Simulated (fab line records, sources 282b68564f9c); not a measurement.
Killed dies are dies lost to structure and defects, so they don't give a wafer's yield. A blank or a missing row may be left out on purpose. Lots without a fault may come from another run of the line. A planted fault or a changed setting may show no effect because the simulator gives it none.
fab line records | flow rit_cmos
record lots=14 wafers=42 last_day=7
route steps=202 shown PLDD@122 M1@202
lots that met no fault: from a run of the same line without faults
start_h: hours from the record's first day to the start of the lot's first wafer shown | wait_h: hours since the lot's step before | " the same as in the row above | L1.1+2: a row that stands for several wafers | - no value, or no start given | * or withheld: withheld | < > ~ a bound
route shown NAME@n: a module of which the file shows steps, and the number in the route of the first | usual: mean/standard deviation of fault-free wafers | same: alike in all rows | chamber/n: place in a boat | sites: the reading at each site | _std_site: their standard deviation | _edge_site: outer sites' mean less inner sites' | radius_mm: how far each site lies from the wafer's centre | mask NAME#n: copy n | behind: the tool/chamber that last shaped the wafer | hold: why the lot was held/for how many hours/how that ended | device: the transistor (n, p or np) that didn't switch | end of line: the same wafers' tests at the end of the route | a step without rows: its recipe alone | killed: dies lost to structure and defects at the first sort, not the wafer's yield | map: a wafer's dies, x killed, . not, _ none there
set.NAME: the setting as run; set.NAME@STEP: as run at that earlier step | model.NAME: the simulator's own value behind a step, which no gauge read
steps of the route over a sample of lots; a table a step, a row a wafer
services: from which hour (start_h, from the record's first day; less than 0 if before it) a tool's chamber was out of use, for how many hours, and why
## steps
# step RIT_PLDD_IMPLANT_08
# recipe species=BF2 energy_kev=20 dose_cm2=9e+14 tilt_deg=7
# usual beam_energy_keV=20.000/0.0059 dose_ions_cm2=9e+14/1e+12 end_station_pressure_torr=7.3e-06/3.8e-07 faraday_current_uA=2827/52
# columns lot.wafer tool chamber start_h wait_h beam_energy_keV dose_ions_cm2 end_station_pressure_torr faraday_current_uA
L370.1 implanter-02 0 47.12 0.1 19.994 8.99e+14 7.5e-06 2874
L370.3 " 0 " " 19.995 9.006e+14 7.1e-06 2860
L370.5 " 0 " " 19.992 8.991e+14 7.8e-06 2793
L371.1 implanter-01 0 48.49 0.1 19.996 9.001e+14 6.9e-06 2935
L371.2 " 0 " " 20.008 8.992e+14 6.6e-06 2817
L371.4 " 0 " " 19.995 9.004e+14 7.5e-06 2815
L372.2 implanter-01 0 58.28 0.1 20.004 8.993e+14 7.2e-06 2849
L372.3 " 0 " " 19.992 8.983e+14 7.4e-06 2835
L372.5 " 0 " " 20.003 8.995e+14 6.9e-06 2734
L373.1 implanter-04 0 59.87 0.1 20.005 9.01e+14 7.5e-06 2800
L373.4 " 0 " " 19.995 9.009e+14 7.4e-06 2853
L373.6 " 0 " " 19.992 9.009e+14 7.2e-06 2890
L379.3 implanter-02 0 88.44 0.1 19.988 9.003e+14 7.2e-06 2770
L379.4 " 0 " " 19.992 8.985e+14 7.5e-06 2822
L379.6 " 0 " " 19.994 8.995e+14 6.9e-06 2906
L380.2 implanter-01 0 92.65 0.1 19.996 9.973e+14 7.9e-06 3132
L380.4 " 0 " " 19.996 9.981e+14 7.3e-06 3083
L380.6 " 0 " " 19.999 9.984e+14 7.4e-06 3109
L383.1 implanter-01 0 109.49 0.1 19.996 9.96e+14 7.3e-06 3094
L383.2 " 0 " " 19.992 9.957e+14 8e-06 3239
L383.6 " 0 " " 20.000 9.969e+14 7.7e-06 3129
L384.3 implanter-04 0 115.24 0.1 19.992 9.003e+14 7e-06 2811
L384.4 " 0 " " 20.004 9.001e+14 6.7e-06 2833
L384.6 " 0 " " 20.005 9.004e+14 7.1e-06 2819
L386.2 implanter-02 0 122.54 0.1 20.001 8.983e+14 7.1e-06 2782
L386.3 " 0 " " 20.001 9e+14 7.4e-06 2849
L386.5 " 0 " " 20.004 8.985e+14 7.5e-06 2833
L389.1 implanter-04 0 138.93 0.1 20.002 8.994e+14 7.2e-06 2869
L389.3 " 0 " " 20.002 9.011e+14 7.3e-06 2881
L389.6 " 0 " " 20.002 9.007e+14 6.9e-06 2806
L390.2 implanter-04 0 142.54 0.1 20.006 9.009e+14 7.7e-06 2898
L390.3 " 0 " " 20.002 8.997e+14 7e-06 2858
L390.5 " 0 " " 19.998 8.994e+14 8.3e-06 2752
L391.1 implanter-04 0 148.43 0.1 20.005 9.01e+14 7.1e-06 2849
L391.4 " 0 " " 20.003 9.007e+14 6.9e-06 2787
L391.5 " 0 " " 20.008 9.012e+14 7.5e-06 2890
L392.2 implanter-02 0 153.28 0.1 20.005 8.991e+14 6.8e-06 2920
L392.3 " 0 " " 19.993 8.994e+14 8e-06 2811
L392.6 " 0 " " 20.006 9.021e+14 7.7e-06 2920
L393.2 implanter-02 0 158.67 0.1 20.001 8.982e+14 7.4e-06 2788
L393.4 " 0 " " 19.996 8.998e+14 7e-06 2934
L393.6 " 0 " " 20.002 9.01e+14 7.4e-06 2854
# step RIT_PLDD_TW_MEAS_10
# usual PLDD_TW=2335/22
# columns lot.wafer tool chamber start_h wait_h PLDD_TW
L370.1 film_metro-02 - 47.45 0.1 2316
L370.3 " - " " 2329
L370.5 " - " " 2319
L371.1 film_metro-01 - 48.81 0.1 2343
L371.2 " - " " 2338
L371.4 " - " " 2334
L372.2 film_metro-02 - 58.59 0.1 2325
L372.3 " - " " 2318
L372.5 " - " " 2322
L373.1 film_metro-01 - 60.20 0.1 2349
L373.4 " - " " 2343
L373.6 " - " " 2355
L379.3 film_metro-01 - 88.73 0.1 2357
L379.4 " - " " 2384
L379.6 " - " " 2378
L380.2 film_metro-03 - 92.96 0.1 2391
L380.4 " - " " 2384
L380.6 " - " " 2384
L383.1 film_metro-01 - 109.82 0.1 2438
L383.2 " - " " 2416
L383.6 " - " " 2420
L384.3 film_metro-01 - 115.53 0.1 2355
L384.4 " - " " 2354
L384.6 " - " " 2346
L386.2 film_metro-02 - 122.85 0.1 2326
L386.3 " - " " 2334
L386.5 " - " " 2325
L389.1 film_metro-01 - 139.25 0.1 2340
L389.3 " - " " 2329
L389.6 " - " " 2343
L390.2 film_metro-01 - 142.85 0.1 2361
L390.3 " - " " 2351
L390.5 " - " " 2345
L391.1 film_metro-02 - 148.75 0.1 2323
L391.4 " - " " 2323
L391.5 " - " " 2310
L392.2 film_metro-01 - 153.59 0.1 2342
L392.3 " - " " 2333
L392.6 " - " " 2343
L393.2 film_metro-02 - 158.98 0.1 2321
L393.4 " - " " 2304
L393.6 " - " " 2315
# step RIT_SDANNEAL_RS_MEAS_06
# recipe thk_meas_gauge=four-point-probe
# usual PLDD_RS=178.8/0.45
# columns lot.wafer tool chamber start_h wait_h PLDD_RS[ohm/sq]
L370.1 film_metro-01 - 53.51 0.1 179.3
L370.3 " - " " 178.6
L370.5 " - " " 178.5
L371.1 film_metro-02 - 55.56 0.1 179.6
L371.2 " - " " 179.7
L371.4 " - " " 179.4
L372.2 film_metro-02 - 64.92 0.1 178.5
L372.3 " - " " 178.4
L372.5 " - " " 178.7
L373.1 film_metro-01 - 66.44 0.1 179.3
L373.4 " - " " 179.0
L373.6 " - " " 179.2
L379.3 film_metro-02 - 94.97 0.1 179.1
L379.4 " - " " 179.5
L379.6 " - " " 179.2
L380.2 film_metro-02 - 99.22 0.1 170.8
L380.4 " - " " 170.4
L380.6 " - " " 171.3
L383.1 film_metro-01 - 116.03 0.1 170.3
L383.2 " - " " 170.6
L383.6 " - " " 170.4
L384.3 film_metro-03 - 122.07 0.1 179.2
L384.4 " - " " 179.0
L384.6 " - " " 179.3
L386.2 film_metro-01 - 129.16 0.1 178.2
L386.3 " - " " 178.2
L386.5 " - " " 178.0
L389.1 film_metro-01 - 146.89 0.1 178.9
L389.3 " - " " 178.2
L389.6 " - " " 178.5
L390.2 film_metro-03 - 149.05 0.1 178.7
L390.3 " - " " 178.4
L390.5 " - " " 178.1
L391.1 film_metro-03 - 155.06 0.1 178.2
L391.4 " - " " 178.9
L391.5 " - " " 178.7
L392.2 film_metro-02 - 160.74 0.1 179.3
L392.3 " - " " 178.7
L392.6 " - " " 178.9
L393.2 film_metro-02 - 166.00 0.1 178.4
L393.4 " - " " 178.5
L393.6 " - " " 178.7
# step RIT_M1_PROBE_99
# usual killed_at_M0_to_M3=0.0/0.12 killed_at_contacts=0.1/0.31 killed_at_front_end=7/3.2 killed_dies=7/3.2 killed_open=3.6/2.1 killed_short=3.5/2.1
# same gross_dies=264 killed_at_M4_up=0 killed_at_back_side=0 killed_at_other=0
# columns lot.wafer tool chamber start_h wait_h killed_at_M0_to_M3 killed_at_contacts killed_at_front_end killed_dies killed_open killed_short
L386.2 prober-02 - 137.96 0.1 0 0 7 7 3 4
L386.3 prober-02 - 138.01 0.2 0 0 4 4 2 2
L386.5 prober-02 - 138.11 0.2 0 0 3 3 2 1
L390.2 prober-02 - 156.44 0.1 0 0 2 2 0 2
L390.3 prober-02 - 156.49 0.2 0 0 6 6 2 4
L390.5 prober-02 - 156.59 0.2 0 0 10 10 1 9
# killed by level:class
L386.2 GATE:geometric_particle:short=3 GATE:geometric_particle:open=2 REOX:geometric_particle:short=1 REOX:geometric_particle:open=1
L386.3 GATE:geometric_particle:short=2 GATE:geometric_particle:open=1 SPACER:geometric_particle:open=1
L386.5 FOX1:geometric_particle:open=1 GATE:geometric_particle:short=1 SPACER:geometric_particle:open=1
L390.2 SPACER:geometric_particle:short=2
L390.3 GATE:geometric_particle:short=3 FOX2:geometric_particle:open=1 SPACER:geometric_particle:open=1 SILICIDE:geometric_particle:short=1
L390.5 REOX:geometric_particle:short=3 SPACER:geometric_particle:short=2 FOX1:geometric_particle:short=1 FOX2:geometric_particle:short=1 GATE:geometric_particle:open=1 GATE:geometric_particle:short=1 SILICIDE:geometric_particle:short=1
## services
# columns tool chamber start_h hours kind
implanter-04 - 26.49 6.9 pm
implanter-04 - 37.59 0.6 repair
implanter-04 - 118.21 3.3 pm
implanter-04 - 123.72 1.7 repair
## key
first_sign step=RIT_PLDD_IMPLANT_08 reading=dose_ions_cm2 direction=up sigmas=93 usual=9e+14 struck=9.971e+14
effect step=RIT_PLDD_IMPLANT_08 reading=faraday_current_uA direction=up sigmas=5.9 usual=2827 struck=3131
effect step=RIT_PLDD_TW_MEAS_10 reading=PLDD_TW direction=up sigmas=3.3 usual=2335 struck=2405
effect step=RIT_SDANNEAL_RS_MEAS_06 reading=PLDD_RS direction=down sigmas=18 usual=178.8 struck=170.7
met_at RIT_PLDD_IMPLANT_08
struck_lots L380,L383
tester_left_out L380,L383
onset_between 58.28 92.65
earlier_fault kind=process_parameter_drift tool=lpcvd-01 chamber=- onset_h=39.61 steps=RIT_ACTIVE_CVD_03 channel=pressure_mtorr offset=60 shape=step end_h=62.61 acts_in=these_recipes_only stated=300
fault kind=process_parameter_drift tool=implanter-01 chamber=- onset_h=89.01 steps=RIT_PLDD_IMPLANT_08 channel=dose_cm2 offset=9.7154e+13 shape=step end_h=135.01 acts_in=these_recipes_only stated=9e+14
# tester_left_out: of these lots the tester's yield and bins aren't shown, on N5 and GAA mostly nor the transistor test; their killed dies are dies lost to structure and defects alone, not to doping, threshold or leakage, so they don't give the yield
